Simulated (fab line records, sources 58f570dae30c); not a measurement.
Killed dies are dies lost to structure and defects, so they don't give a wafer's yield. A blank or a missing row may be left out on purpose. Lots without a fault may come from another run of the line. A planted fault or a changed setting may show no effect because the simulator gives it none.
Which tool did it? | flow berkeley_cmos170 | 7 lots, 21 wafers sampled, at 1 step of a route of 331

WHAT THE GAUGES READ, wafer by wafer
UCB170_NWELL_THK_MEAS_02.
lot  | measured    | on            | NWELL_OXIDE_THK (nm)
L395 | day 2 09:04 | film_metro-04 | 26.0 26.3 26.5
L397 | day 3 01:40 | film_metro-03 | 27.4 27.3 27.2
L400 | day 3 07:46 | film_metro-02 | 27.2 27.2 26.8
L401 | day 3 22:40 | film_metro-02 | 26.3 25.7 25.9
L405 | day 4 12:49 | film_metro-03 | 26.0 26.3 26.3
L413 | day 6 05:50 | film_metro-02 | 26.0 26.9 26.7
L416 | day 6 22:37 | film_metro-03 | 26.9 26.8 26.9

WHICH TOOL RAN EACH LOT (tool, then ch and the chambers of the sampled wafers, then the start)
The record holds no process step before these readings.

THE ANSWER, worked out from the rows above alone
Rule: what is usual is taken from the lots themselves. Put in order of their means at a reading, lots are off if they are a third of the lots or fewer, leave a main group of 4 or more, and stand apart from it by a gap of 3 or more times the standard deviation of the main group's means; of several such gaps the widest counts. A main group whose means are all the same, to the digits that the tables above print for the reading, isn't used. A lot without any number at a reading at which 4 lots or more have one is off too. The other lots that the step has rows for count as sound.
No lot is off at any reading shown: from this, nothing can be told.

WHAT THE SIMULATOR HAD PUT IN
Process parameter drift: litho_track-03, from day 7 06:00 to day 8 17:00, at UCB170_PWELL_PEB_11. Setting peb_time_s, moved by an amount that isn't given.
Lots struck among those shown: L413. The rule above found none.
